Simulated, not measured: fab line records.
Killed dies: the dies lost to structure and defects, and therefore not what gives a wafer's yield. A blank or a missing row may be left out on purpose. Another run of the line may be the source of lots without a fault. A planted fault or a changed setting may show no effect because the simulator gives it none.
fab line records	flow ritCmos
record: lots: 13	wafers: 39	lastDay: 7
route steps=202 shown NWELL@37 NLDD@113 NSD@137 M1@184
lots that met no fault: taken from a fault-free run of the same line
startH: the number of hours between the record's first day and the start of the first shown wafer of the lot	waitH: time in hours since the lot's previous step	" same as the row above	L1.1+2: a single row standing in for several wafers	- no value present, or no start provided	* or withheld: withheld	< > ~ a bound
route shown NAME@n: NAME is a module with steps in the file, n the number in the route of the first one	usual: mean/standard deviation of fault-free wafers	same: alike in all rows	chamber/n: place in a boat	sites: each site's reading	_std_site: how widely they spread, as a standard deviation	_edge_site: the outer-site mean with the inner-site mean subtracted	radiusMm: how far each site lies from the wafer's centre	mask NAME#n: copy n	behind: the last tool/chamber to shape the wafer	hold: what put the lot on hold/how long, in hours/how the hold closed	device: transistor that didn't switch, given as n, p or np	end of line: the tests these same wafers got at the end of their route	where a step has no rows: the recipe by itself	killed: the dies lost at the first sort to structure and to defects; this is not the yield of the wafer	map: a wafer's dies, x killed, . not, _ none there
set.NAME: the run value of the setting; set.NAME@STEP: its run value at that earlier step	model.NAME: the simulator's own value behind a step, which no gauge read
the route's steps for a sample of lots (tables are steps, rows are wafers)
services: when a tool's chamber went out of use (startH, in hours from the record's first day, below 0 if earlier), for how many hours, and the reason
== steps ==
step: RIT_NWELL_STRIP_09
recipe: chemistry: O2	timeS: 180	resist: NOVOLAK	platenTempC: withheld	powerW: 500	pressureMtorr: 4000	o2FlowSccm: 4000
usual: drypumpMotorCurrentA: 5.3/0.5
lot.wafer	tool	chamber	startH	waitH	drypumpMotorCurrentA	rfHoursCounterH
L267.1	plasmaAsher-02	0	21.22	0.1	4.7	24
L267.2	"	1	"	"	5.5	24
L267.5	"	1	"	"	5.5	-
L268.1	plasmaAsher-02	1	25.81	0.1	5.5	24
L268.3	"	1	"	"	5.5	-
L268.4	"	0	"	"	4.7	-
L269.2	plasmaAsher-04	0	32.26	0.1	6.3	41
L269.3	"	1	"	"	4.9	-
L269.5	"	1	"	"	4.9	-
L270.4	plasmaAsher-02	0	35.76	0.1	4.7	-
L270.5	"	0	"	"	4.7	-
L270.6	"	1	"	"	5.5	-
L271.3	plasmaAsher-03	0	41.94	0.1	5.4	-
L271.4	"	1	"	"	5.4	-
L271.5	"	1	"	"	5.4	-
L275.1	plasmaAsher-02	1	61.38	0.1	5.5	28
L275.2	"	0	"	"	4.7	28
L275.5	"	1	"	"	5.5	-
L277.1	plasmaAsher-04	1	70.76	0.1	4.9	45
L277.2	"	0	"	"	6.3	45
L277.5	"	1	"	"	4.8	-
L280.2	plasmaAsher-04	0	86.63	0.1	6.3	47
L280.3	"	1	"	"	4.9	-
L280.5	"	1	"	"	4.9	-
L282.1	plasmaAsher-03	1	96.04	0.1	5.4	39
L282.4	"	1	"	"	5.4	-
L282.6	"	0	"	"	5.4	-
L284.1	plasmaAsher-04	0	105.83	0.1	6.3	50
L284.2	"	1	"	"	4.9	50
L284.3	"	0	"	"	6.3	-
L286.1	plasmaAsher-02	1	115.56	0.1	5.5	34
L286.2	"	0	"	"	4.7	34
L286.5	"	1	"	"	5.5	-
L288.1	plasmaAsher-02	1	125.85	0.1	5.5	35
L288.2	"	0	"	"	4.7	35
L288.6	"	1	"	"	5.5	-
L290.2	plasmaAsher-02	1	138.39	0.1	5.5	36
L290.3	"	0	"	"	4.7	-
L290.4	"	1	"	"	5.5	-
step: RIT_NLDD_TW_MEAS_10
usual: NLDD_TW: 2484/31
lot.wafer	tool	chamber	startH	waitH	NLDD_TW
L267.1	filmMetro-02	-	41.51	0.1	2524
L267.2	"	-	"	"	2508
L267.5	"	-	"	"	2539
L268.1	filmMetro-03	-	47.65	0.1	2516
L268.3	"	-	"	"	2492
L268.4	"	-	"	"	2499
L269.2	filmMetro-02	-	55.20	0.1	2498
L269.3	"	-	"	"	2499
L269.5	"	-	"	"	2493
L270.4	filmMetro-02	-	57.77	0.1	2502
L270.5	"	-	"	"	2505
L270.6	"	-	"	"	2498
L271.3	filmMetro-01	-	62.82	0.1	2443
L271.4	"	-	"	"	2454
L271.5	"	-	"	"	2454
L275.1	filmMetro-03	-	83.05	0.1	2523
L275.2	"	-	"	"	2494
L275.5	"	-	"	"	2514
L277.1	filmMetro-01	-	92.33	0.1	2442
L277.2	"	-	"	"	2437
L277.5	"	-	"	"	2449
L280.2	filmMetro-01	-	108.28	0.1	2446
L280.3	"	-	"	"	2461
L280.5	"	-	"	"	2452
L282.1	filmMetro-02	-	116.01	0.1	2517
L282.4	"	-	"	"	2508
L282.6	"	-	"	"	2526
L284.1	filmMetro-02	-	128.41	0.1	2481
L284.2	"	-	"	"	2488
L284.3	"	-	"	"	2488
L286.1	filmMetro-03	-	138.13	0.1	2509
L286.2	"	-	"	"	2507
L286.5	"	-	"	"	2507
L288.1	filmMetro-02	-	147.07	0.1	2514
L288.2	"	-	"	"	2504
L288.6	"	-	"	"	2509
L290.2	filmMetro-01	-	161.17	0.1	2448
L290.3	"	-	"	"	2431
L290.4	"	-	"	"	2446
step: RIT_NSD_OVL_MEAS_06
usual: NSD_OVL: -0.5/1.2
lot.wafer	tool	chamber	startH	waitH	NSD_OVL[nm]
L267.1	overlay-01	-	46.60	-	1.2
L267.2	"	-	"	"	0.6
L267.5	"	-	"	"	-0.6
L268.1	overlay-01	-	52.51	-	-1.2
L268.3	"	-	"	"	-1.3
L268.4	"	-	"	"	-1.6
L269.2	overlay-02	-	60.40	-	-1.1
L269.3	"	-	"	"	0.0
L269.5	"	-	"	"	-1.2
L270.4	overlay-01	-	64.38	-	1.3
L270.5	"	-	"	"	1.5
L270.6	"	-	"	"	0.9
L271.3	overlay-02	-	67.90	-	-2.1
L271.4	"	-	"	"	-0.9
L271.5	"	-	"	"	-1.7
L275.1	overlay-02	-	88.00	-	0.0
L275.2	"	-	"	"	0.0
L275.5	"	-	"	"	-0.8
L277.1	overlay-02	-	97.15	-	-0.2
L277.2	"	-	"	"	-0.4
L277.5	"	-	"	"	1.1
L280.2	overlay-02	-	113.26	-	-1.6
L280.3	"	-	"	"	0.1
L280.5	"	-	"	"	-0.1
L282.1	overlay-01	-	121.63	-	1.7
L282.4	"	-	"	"	0.1
L282.6	"	-	"	"	0.9
L284.1	overlay-02	-	133.27	-	0.1
L284.2	"	-	"	"	0.2
L284.3	"	-	"	"	0.9
L286.1	overlay-01	-	143.23	-	-2.8
L286.2	"	-	"	"	-1.6
L286.5	"	-	"	"	-2.8
L288.1	overlay-01	-	152.10	-	-0.4
L288.2	"	-	"	"	-0.5
L288.6	"	-	"	"	-1.2
L290.2	overlay-01	-	166.02	-	-1.2
L290.3	"	-	"	"	-2.9
L290.4	"	-	"	"	-0.6
step: RIT_M1_SPUTTER_00
recipe: material: Al	targetThkNm: 400	powerW: 2000	chamberPressurePa: 0.4	gas: Ar	timeS: 500	substrateTempC: 25
usual: cathodeDcPowerW: 2000.0/0.31	throttleValvePct: 29.4/1
lot.wafer	tool	chamber	startH	waitH	cathodeDcPowerW	throttleValvePct
L267.1	pvdSputter-04	-	52.43	0.0	1999.6	31.3
L267.2	"	-	"	"	2000.2	29.1
L267.5	"	-	"	"	2000.1	29.0
L268.1	pvdSputter-01	-	58.63	0.0	2000.2	28.0
L268.3	"	-	"	"	1999.7	29.5
L268.4	"	-	"	"	2000.2	29.8
L269.2	pvdSputter-04	-	66.13	0.0	2000.1	29.0
L269.3	"	-	"	"	1999.6	28.2
L269.5	"	-	"	"	2000.3	31.1
L270.4	pvdSputter-01	-	70.11	0.0	1999.8	28.2
L270.5	"	-	"	"	2000.0	29.3
L270.6	"	-	"	"	2000.2	28.1
L271.3	pvdSputter-04	-	73.84	0.0	1999.4	29.1
L271.4	"	-	"	"	2000.0	29.0
L271.5	"	-	"	"	2000.2	31.4
L275.1	pvdSputter-04	-	93.89	0.0	2000.5	28.3
L275.2	"	-	"	"	1999.4	31.4
L275.5	"	-	"	"	2000.4	29.2
L277.1	pvdSputter-04	-	103.04	0.0	2000.2	31.2
L277.2	"	-	"	"	2000.0	28.0
L277.5	"	-	"	"	2000.3	29.1
L280.2	pvdSputter-01	-	119.06	0.0	2000.0	29.7
L280.3	"	-	"	"	2000.0	27.9
L280.5	"	-	"	"	2000.1	30.0
L282.1	pvdSputter-01	-	127.31	0.0	2000.0	29.6
L282.4	"	-	"	"	1999.9	30.0
L282.6	"	-	"	"	2000.1	29.7
L284.1	pvdSputter-01	-	139.15	0.0	1999.8	29.9
L284.2	"	-	"	"	1999.6	27.9
L284.3	"	-	"	"	2000.0	29.8
L286.1	pvdSputter-01	-	149.24	0.0	1999.5	27.8
L286.2	"	-	"	"	2000.5	30.2
L286.5	"	-	"	"	2000.3	27.9
L288.1	pvdSputter-01	-	157.77	0.0	2000.6	27.4
L288.2	"	-	"	"	1999.6	30.0
L288.6	"	-	"	"	1999.6	27.8
L290.2	pvdSputter-03	-	172.36	0.0	2000.9	29.3
L290.3	"	-	"	"	1999.7	30.5
L290.4	"	-	"	"	2000.0	29.0
step: RIT_M1_RS_MEAS_01
recipe: thkMeasGauge: four-point-probe	reads: Al_of_M1_SPUTTER_00
usual: M1_AL_RS: 0.0734/0.00065
lot.wafer	tool	chamber	startH	waitH	hold	M1_AL_RS[ohm/sq]
L267.1	filmMetro-03	-	52.73	0.1	-	0.0742
L267.2	"	-	"	"	-	0.0733
L267.5	"	-	"	"	-	0.0737
L268.1	filmMetro-03	-	58.92	0.1	-	0.0741
L268.3	"	-	"	"	-	0.0748
L268.4	"	-	"	"	-	0.0750
L269.2	filmMetro-03	-	66.45	0.2	-	0.0729
L269.3	"	-	"	"	-	0.0733
L269.5	"	-	"	"	-	0.0733
L270.4	filmMetro-03	-	70.46	0.2	-	0.0728
L270.5	"	-	"	"	-	0.0739
L270.6	"	-	"	"	-	0.0723
L271.3	filmMetro-03	-	74.17	0.2	-	0.0736
L271.4	"	-	"	"	-	0.0731
L271.5	"	-	"	"	-	0.0733
L275.1	filmMetro-03	-	94.18	0.1	awaitDispo/0.2h/release	0.1178
L275.2	"	-	"	"	awaitDispo/0.2h/release	0.0729
L275.5	"	-	"	"	awaitDispo/0.2h/release	0.0729
L275.1	filmMetro-03	-	94.47	0.3	-	0.1180
L275.2	"	-	"	"	-	0.0730
L275.5	"	-	"	"	-	0.0730
L277.1	filmMetro-01	-	103.34	0.1	awaitDispo/0.2h/release	0.0721
L277.2	"	-	"	"	awaitDispo/0.2h/release	0.1179
L277.5	"	-	"	"	awaitDispo/0.2h/release	0.0722
L277.1	filmMetro-01	-	103.66	0.3	-	0.0723
L277.2	"	-	"	"	-	0.1180
L277.5	"	-	"	"	-	0.0721
L280.2	filmMetro-02	-	119.38	0.2	-	0.0743
L280.3	"	-	"	"	-	0.0733
L280.5	"	-	"	"	-	0.0732
L282.1	filmMetro-02	-	127.60	0.1	-	0.0737
L282.4	"	-	"	"	-	0.0730
L282.6	"	-	"	"	-	0.0733
L284.1	filmMetro-02	-	139.44	0.1	-	0.0728
L284.2	"	-	"	"	-	0.0728
L284.3	"	-	"	"	-	0.0734
L286.1	filmMetro-02	-	149.53	0.1	-	0.0727
L286.2	"	-	"	"	-	0.0725
L286.5	"	-	"	"	-	0.0726
L288.1	filmMetro-01	-	158.07	0.1	-	0.0732
L288.2	"	-	"	"	-	0.0729
L288.6	"	-	"	"	-	0.0732
L290.2	filmMetro-03	-	172.68	0.2	-	0.0736
L290.3	"	-	"	"	-	0.0728
L290.4	"	-	"	"	-	0.0734
step: RIT_M1_THK_MEAS_02
recipe: thkMeasGauge: xrf	reads: Al_of_M1_SPUTTER_00
usual: M1_AL_THK: 408/3.8
lot.wafer	tool	chamber	startH	waitH	hold	M1_AL_THK[nm]
L267.1	filmMetro-03	-	52.85	0.1	-	404
L267.2	"	-	"	"	-	408
L267.5	"	-	"	"	-	408
L268.1	filmMetro-03	-	59.04	0.1	-	407
L268.3	"	-	"	"	-	401
L268.4	"	-	"	"	-	400
L269.2	filmMetro-03	-	66.56	0.1	-	412
L269.3	"	-	"	"	-	407
L269.5	"	-	"	"	-	408
L270.4	filmMetro-03	-	70.55	0.1	-	411
L270.5	"	-	"	"	-	405
L270.6	"	-	"	"	-	415
L271.3	filmMetro-03	-	74.27	0.1	-	408
L271.4	"	-	"	"	-	412
L271.5	"	-	"	"	-	413
L275.1	filmMetro-03	-	96.39	1.9	awaitDispo/0.2h/release	258
L275.2	"	-	"	"	awaitDispo/0.2h/release	411
L275.5	"	-	"	"	awaitDispo/0.2h/release	410
L275.1	filmMetro-03	-	96.61	0.2	-	259
L275.2	"	-	"	"	-	411
L275.5	"	-	"	"	-	412
L277.1	filmMetro-01	-	110.68	7.0	awaitDispo/0.2h/release	413
L277.2	"	-	"	"	awaitDispo/0.2h/release	260
L277.5	"	-	"	"	awaitDispo/0.2h/release	417
L277.1	filmMetro-01	-	110.91	0.2	-	413
L277.2	"	-	"	"	-	258
L277.5	"	-	"	"	-	416
L280.2	filmMetro-02	-	119.49	0.1	-	404
L280.3	"	-	"	"	-	409
L280.5	"	-	"	"	-	410
L282.1	filmMetro-02	-	127.72	0.1	-	407
L282.4	"	-	"	"	-	411
L282.6	"	-	"	"	-	407
L284.1	filmMetro-02	-	139.56	0.1	-	410
L284.2	"	-	"	"	-	409
L284.3	"	-	"	"	-	409
L286.1	filmMetro-02	-	149.65	0.1	-	413
L286.2	"	-	"	"	-	411
L286.5	"	-	"	"	-	411
L288.1	filmMetro-01	-	158.19	0.1	-	406
L288.2	"	-	"	"	-	407
L288.6	"	-	"	"	-	407
L290.2	filmMetro-03	-	172.79	0.1	-	410
L290.3	"	-	"	"	-	413
L290.4	"	-	"	"	-	409
step: RIT_M1_METAL_ETCH_12
recipe: stopOn: SiO2	chemistry: Cl2/BCl3	target: Al	timeS: 165	overEtchFrac: 0.5	pressureMtorr: 100	targetDepthA: 6000	rfW: 250	Cl2_flow_sccm: 60	bcl3FlowSccm: 50
usual: bcl3FlowSccm: 49.98/0.15	drypumpMotorCurrentA: 5.5/0.48	oesProductAu: 0.776/0.014	throttleValvePct: 8.22/0.096
lot.wafer	tool	chamber	startH	waitH	bcl3FlowSccm	drypumpMotorCurrentA	oesProductAu	rfHoursCounterH	throttleValvePct
L267.1	rieMetal-04	0	54.32	0.2	50.23	5.7	0.761	37	8.21
L267.2	"	1	"	"	49.89	5.3	0.779	37	8.32
L267.5	"	0	"	"	50.07	5.8	0.764	-	8.20
L268.1	rieMetal-03	0	60.51	0.2	49.72	5.1	0.753	1	8.21
L268.3	"	0	"	"	49.92	5.1	0.753	-	8.20
L268.4	"	1	"	"	50.25	6.5	0.762	-	8.07
L269.2	rieMetal-01	1	67.99	0.2	49.87	5.1	0.804	4	8.38
L269.3	"	1	"	"	49.75	5.1	0.803	-	8.37
L269.5	"	0	"	"	49.90	5.8	0.771	-	8.14
L270.4	rieMetal-04	1	71.92	0.1	50.00	5.4	0.775	-	8.29
L270.5	"	1	"	"	49.99	5.4	0.770	-	8.32
L270.6	"	0	"	"	49.77	5.7	0.776	-	8.22
L271.3	rieMetal-03	0	75.78	0.2	50.09	5.1	0.766	-	8.21
L271.4	"	1	"	"	50.03	6.5	0.777	-	8.08
L271.5	"	0	"	"	50.02	5.1	0.765	-	8.18
L275.1	rieMetal-01	1	100.20	0.2	50.02	5.0	0.630	4	8.40
L275.2	"	0	"	"	49.78	5.8	0.778	4	8.15
L275.5	"	0	"	"	49.96	5.8	0.774	-	8.14
L277.1	rieMetal-03	0	115.25	0.2	50.22	5.1	0.756	1	8.21
L277.2	"	1	"	"	49.82	6.5	0.616	1	8.10
L277.5	"	0	"	"	50.30	5.1	0.774	-	8.18
L280.2	rieMetal-03	1	120.82	0.2	49.67	6.5	0.767	1	8.07
L280.3	"	0	"	"	49.93	5.1	0.759	-	8.19
L280.5	"	1	"	"	49.92	6.5	0.777	-	8.06
L282.1	rieMetal-04	0	129.30	0.2	49.82	5.7	0.775	38	8.19
L282.4	"	0	"	"	49.85	5.7	0.778	-	8.22
L282.6	"	0	"	"	49.69	5.7	0.778	-	8.18
L284.1	rieMetal-01	0	140.91	0.2	49.92	5.8	0.780	5	8.15
L284.2	"	1	"	"	50.35	5.0	0.806	5	8.36
L284.3	"	0	"	"	50.05	5.8	0.762	-	8.15
L286.1	rieMetal-01	0	151.13	0.2	49.81	5.8	0.780	5	8.16
L286.2	"	1	"	"	49.82	5.1	0.798	5	8.37
L286.5	"	1	"	"	50.16	5.1	0.804	-	8.36
L288.1	rieMetal-03	0	159.53	0.2	49.75	5.1	0.764	2	8.21
L288.2	"	0	"	"	49.94	5.1	0.762	-	8.19
L288.6	"	0	"	"	49.93	5.1	0.766	-	8.19
L290.2	rieMetal-04	0	174.16	0.2	50.07	5.7	0.764	0	8.18
L290.3	"	1	"	"	49.91	5.3	0.791	-	8.30
L290.4	"	0	"	"	49.79	5.7	0.773	-	8.19
step: RIT_M1_PROBE_99
usual: defectLimitedYield: 97.3/1.2	killed_at_M0_to_M3: 0.0/0.083	killedAtContacts: 0.0/0.2	killedAtFrontEnd: 7/3.1	killedDies: 7/3.1	killedOpen: 3.5/1.9	killedShort: 3.6/2.1
same: grossDies: 264	killed_at_M4_up: 0	killedAtBackSide: 0	killedAtOther: 0
lot.wafer	tool	chamber	startH	waitH	hold	defectLimitedYield[%]	killed_at_M0_to_M3	killedAtContacts	killedAtFrontEnd	killedDies	killedOpen	killedShort
L267.1	prober-02	-	56.57	0.1	-	98.1	1	0	4	5	5	0
L267.2	prober-02	-	56.62	0.1	-	97.0	0	0	8	8	6	2
L267.5	prober-02	-	56.77	0.2	-	95.5	0	0	12	12	6	6
L268.1	prober-01	-	62.77	0.1	-	98.1	0	0	5	5	2	3
L268.3	prober-01	-	62.87	0.2	-	96.6	0	0	9	9	3	6
L268.4	prober-01	-	62.92	0.2	-	98.5	0	0	4	4	0	4
L269.2	prober-02	-	70.31	0.1	-	95.8	0	0	11	11	8	3
L269.3	prober-02	-	70.36	0.2	-	98.9	0	0	3	3	1	2
L269.5	prober-02	-	70.46	0.2	-	98.5	0	0	4	4	2	2
L270.4	prober-01	-	74.29	0.2	-	97.3	0	0	7	7	2	5
L270.5	prober-01	-	74.34	0.2	-	99.2	0	0	2	2	1	1
L270.6	prober-01	-	74.39	0.2	-	98.9	0	0	3	3	1	2
L271.3	prober-02	-	78.59	0.2	-	96.6	0	0	9	9	6	3
L271.4	prober-02	-	78.64	0.2	-	98.5	0	0	4	4	2	2
L271.5	prober-02	-	78.69	0.2	-	95.5	0	0	12	12	4	8
L275.1	prober-02	-	104.78	2.1	awaitDispo/2.0h/release	95.8	0	0	11	11	4	7
L275.2	prober-02	-	104.83	2.2	awaitDispo/2.0h/release	97.7	0	0	6	6	2	4
L275.5	prober-02	-	104.98	2.3	awaitDispo/2.0h/release	96.2	0	0	10	10	4	6
L277.1	prober-02	-	121.97	4.3	awaitDispo/4.2h/release	98.5	0	0	4	4	2	2
L277.2	prober-02	-	122.02	4.3	awaitDispo/4.2h/release	97.3	0	0	7	7	4	3
L277.5	prober-02	-	122.17	4.4	awaitDispo/4.2h/release	97.3	0	0	7	7	3	4
L280.2	prober-01	-	123.18	0.1	-	95.5	0	1	11	12	6	6
L280.3	prober-01	-	123.23	0.2	-	97.3	0	0	7	7	6	1
L280.5	prober-01	-	123.33	0.2	-	97.7	0	0	6	6	4	2
L282.1	prober-01	-	133.93	0.1	-	97.7	0	0	6	6	2	4
L282.4	prober-01	-	134.08	0.2	-	97.0	0	0	8	8	3	5
L282.6	prober-01	-	134.18	0.2	-	98.1	0	0	5	5	2	3
L284.1	prober-01	-	143.44	0.1	-	97.7	0	0	6	6	6	0
L284.2	prober-01	-	143.49	0.1	-	97.7	0	0	6	6	1	5
L284.3	prober-01	-	143.54	0.2	-	96.2	0	0	10	10	4	6
L286.1	prober-01	-	153.44	0.1	-	97.0	0	0	8	8	2	6
L286.2	prober-01	-	153.49	0.1	-	98.9	0	0	3	3	3	0
L286.5	prober-01	-	153.64	0.2	-	97.7	0	0	6	6	5	1
L288.1	prober-01	-	162.40	0.1	-	97.3	0	0	7	7	4	3
L288.2	prober-01	-	162.45	0.1	-	97.3	0	0	7	7	4	3
L288.6	prober-01	-	162.65	0.2	-	97.3	0	0	7	7	2	5
L290.2	prober-01	-	176.46	0.1	-	96.2	0	0	10	10	5	5
L290.3	prober-01	-	176.51	0.2	-	97.3	0	0	7	7	4	3
L290.4	prober-01	-	176.56	0.2	-	97.7	0	0	6	6	5	1
killed by level:class
L267.1 GATE:geometricParticle:open=2 FOX1:geometricParticle:open=1 FOX2:geometricParticle:open=1 M1:geometricParticle:open=1
L267.2 GATE:geometricParticle:open=4 GATE:geometricParticle:short=2 SILICIDE:geometricParticle:open=2
L267.5 FOX2:geometricParticle:short=3 SPACER:geometricParticle:open=3 SPACER:geometricParticle:short=3 FOX2:geometricParticle:open=1 REOX:geometricParticle:open=1 SILICIDE:geometricParticle:open=1
L268.1 GATE:geometricParticle:open=2 FOX1:geometricParticle:short=1 FOX2:geometricParticle:short=1 GATE:geometricParticle:short=1
L268.3 GATE:geometricParticle:short=5 GATE:geometricParticle:open=2 FOX1:geometricParticle:short=1 SILICIDE:geometricParticle:open=1
L268.4 FOX1:geometricParticle:short=2 REOX:geometricParticle:short=1 SPACER:geometricParticle:short=1
L269.2 GATE:geometricParticle:open=6 GATE:geometricParticle:short=3 FOX2:geometricParticle:open=2
L269.3 FOX2:geometricParticle:short=2 FOX2:geometricParticle:open=1
L269.5 GATE:geometricParticle:short=1 GATE:geometricParticle:open=1 REOX:geometricParticle:short=1 SILICIDE:geometricParticle:open=1
L270.4 FOX1:geometricParticle:short=1 FOX2:geometricParticle:open=1 GATE:geometricParticle:open=1 GATE:geometricParticle:short=1 REOX:geometricParticle:short=1 SPACER:geometricParticle:short=1 SILICIDE:geometricParticle:short=1
L270.5 GATE:geometricParticle:open=1 GATE:geometricParticle:short=1
L270.6 FOX1:geometricParticle:short=2 SPACER:geometricParticle:open=1
L271.3 GATE:geometricParticle:open=5 GATE:geometricParticle:short=2 FOX1:geometricParticle:short=1 SILICIDE:geometricParticle:open=1
L271.4 GATE:geometricParticle:open=2 GATE:geometricParticle:short=2
L271.5 GATE:geometricParticle:short=7 FOX1:geometricParticle:open=1 GATE:geometricParticle:open=1 REOX:geometricParticle:short=1 SPACER:geometricParticle:open=1 SILICIDE:geometricParticle:open=1
L275.1 GATE:geometricParticle:short=3 GATE:geometricParticle:open=2 SPACER:geometricParticle:short=2 FOX1:geometricParticle:short=1 REOX:geometricParticle:short=1 REOX:geometricParticle:open=1 SPACER:geometricParticle:open=1
L275.2 GATE:geometricParticle:short=3 FOX1:geometricParticle:short=1 FOX2:geometricParticle:open=1 REOX:geometricParticle:open=1
L275.5 GATE:geometricParticle:open=2 GATE:geometricParticle:short=2 SPACER:geometricParticle:short=2 SILICIDE:geometricParticle:open=2 ACTIVE:geometricParticle:short=1 SILICIDE:geometricParticle:short=1
L277.1 FOX2:geometricParticle:short=1 GATE:geometricParticle:open=1 REOX:geometricParticle:open=1 REOX:geometricParticle:short=1
L277.2 SPACER:geometricParticle:open=2 GATE:geometricParticle:short=1 GATE:geometricParticle:open=1 SPACER:geometricParticle:short=1 SILICIDE:geometricParticle:open=1 SILICIDE:geometricParticle:short=1
L277.5 SPACER:geometricParticle:short=2 SPACER:geometricParticle:open=2 FOX1:geometricParticle:open=1 FOX2:geometricParticle:short=1 REOX:geometricParticle:short=1
L280.2 GATE:geometricParticle:open=4 GATE:geometricParticle:short=3 FOX1:geometricParticle:short=1 FOX1:geometricParticle:open=1 SILICIDE:geometricParticle:short=1 SILICIDE:geometricParticle:open=1 CONTACT:geometricParticle:short=1
L280.3 GATE:geometricParticle:open=4 GATE:geometricParticle:short=1 REOX:geometricParticle:open=1 SILICIDE:geometricParticle:open=1
L280.5 GATE:geometricParticle:open=4 GATE:geometricParticle:short=2
L282.1 GATE:geometricParticle:short=3 GATE:geometricParticle:open=1 SPACER:geometricParticle:open=1 SILICIDE:geometricParticle:short=1
L282.4 GATE:geometricParticle:open=2 SILICIDE:geometricParticle:short=2 FOX2:geometricParticle:short=1 GATE:geometricParticle:short=1 SPACER:geometricParticle:short=1 SILICIDE:geometricParticle:open=1
L282.6 FOX1:geometricParticle:short=1 GATE:geometricParticle:open=1 GATE:geometricParticle:short=1 SILICIDE:geometricParticle:open=1 SILICIDE:geometricParticle:short=1
L284.1 GATE:geometricParticle:open=3 FOX1:geometricParticle:open=1 FOX2:geometricParticle:open=1 REOX:geometricParticle:open=1
L284.2 GATE:geometricParticle:short=2 REOX:geometricParticle:short=2 FOX1:geometricParticle:short=1 GATE:geometricParticle:open=1
L284.3 FOX1:geometricParticle:short=2 GATE:geometricParticle:short=2 REOX:geometricParticle:short=2 REOX:geometricParticle:open=2 FOX1:geometricParticle:open=1 GATE:geometricParticle:open=1
L286.1 GATE:geometricParticle:short=3 FOX2:geometricParticle:open=1 FOX2:geometricParticle:short=1 REOX:geometricParticle:short=1 SPACER:geometricParticle:open=1 SILICIDE:geometricParticle:short=1
L286.2 REOX:geometricParticle:open=2 GATE:geometricParticle:open=1
L286.5 GATE:geometricParticle:open=2 FOX2:geometricParticle:open=1 REOX:geometricParticle:open=1 SPACER:geometricParticle:short=1 SILICIDE:geometricParticle:open=1
L288.1 SPACER:geometricParticle:open=3 GATE:geometricParticle:short=1 REOX:geometricParticle:short=1 SPACER:geometricParticle:short=1 SILICIDE:geometricParticle:open=1
L288.2 GATE:geometricParticle:open=3 FOX1:geometricParticle:short=1 SPACER:geometricParticle:short=1 SILICIDE:geometricParticle:short=1 SILICIDE:geometricParticle:open=1
L288.6 SILICIDE:geometricParticle:short=3 GATE:geometricParticle:short=1 REOX:geometricParticle:open=1 SPACER:geometricParticle:short=1 SILICIDE:geometricParticle:open=1
L290.2 GATE:geometricParticle:open=3 GATE:geometricParticle:short=2 REOX:geometricParticle:short=2 REOX:geometricParticle:open=2 SPACER:geometricParticle:short=1
L290.3 FOX1:geometricParticle:open=2 REOX:geometricParticle:short=2 FOX2:geometricParticle:short=1 GATE:geometricParticle:open=1 SILICIDE:geometricParticle:open=1
L290.4 GATE:geometricParticle:open=2 FOX1:geometricParticle:open=1 FOX2:geometricParticle:short=1 SPACER:geometricParticle:open=1 SILICIDE:geometricParticle:open=1
== services ==
tool	chamber	startH	hours	kind
pvdSputter-03	-	13.04	6.6	repair
rieMetal-03	0	14.38	-	clean
rieMetal-03	1	14.38	-	clean
plasmaAsher-03	-	30.14	7.3	repair
pvdSputter-03	-	38.49	1.4	repair
rieMetal-04	-	48.02	0.1	repair
plasmaAsher-02	-	50.59	2.3	repair
plasmaAsher-02	-	77.20	0.7	repair
plasmaAsher-02	-	78.69	1.6	repair
plasmaAsher-03	-	79.26	1.9	repair
pvdSputter-04	-	82.54	0.5	repair
plasmaAsher-02	-	88.25	2.5	repair
pvdSputter-01	-	102.87	1.8	repair
pvdSputter-04	-	104.68	5.8	repair
plasmaAsher-03	-	108.75	9.0	pm
plasmaAsher-03	0	108.75	9.0	ventCycle
plasmaAsher-03	-	133.45	1.9	repair
rieMetal-04	-	136.12	20.0	pm
rieMetal-04	0	136.12	20.0	ventCycle
rieMetal-04	1	136.12	20.0	ventCycle
rieMetal-03	1	138.91	25.4	repair
rieMetal-04	0	156.12	-	clean
rieMetal-04	1	156.12	-	clean
pvdSputter-01	-	163.49	2.9	repair
== key ==
firstSign: step: RIT_M1_RS_MEAS_01	reading: visit	direction: added
effect: step: RIT_M1_RS_MEAS_01	reading: M1_AL_RS	direction: up	sigmas: 69	usual: 0.0734	struck: 0.1179
effect: step: RIT_M1_THK_MEAS_02	reading: visit	direction: added
effect: step: RIT_M1_THK_MEAS_02	reading: M1_AL_THK	direction: down	sigmas: 39	usual: 408	struck: 259
effect: step: RIT_M1_METAL_ETCH_12	reading: oesProductAu	direction: down	sigmas: 11	usual: 0.776	struck: 0.623
metAt RIT_M1_SPUTTER_00
struckLots L275,L277
struckWafers L275.1,L277.2
notActingAt RIT_NWELL_STRIP_09,RIT_NLDD_TW_MEAS_10,RIT_NSD_OVL_MEAS_06
onsetBetween 66.13 93.89
fault: kind: processParameterDrift	tool: pvdSputter-04	chamber: -	onsetH: 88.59	steps: RIT_M1_SPUTTER_00	channel: targetThkNm	offset: -148.56	shape: step	endH: 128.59	stated: 400	scope: struckWafersOnly
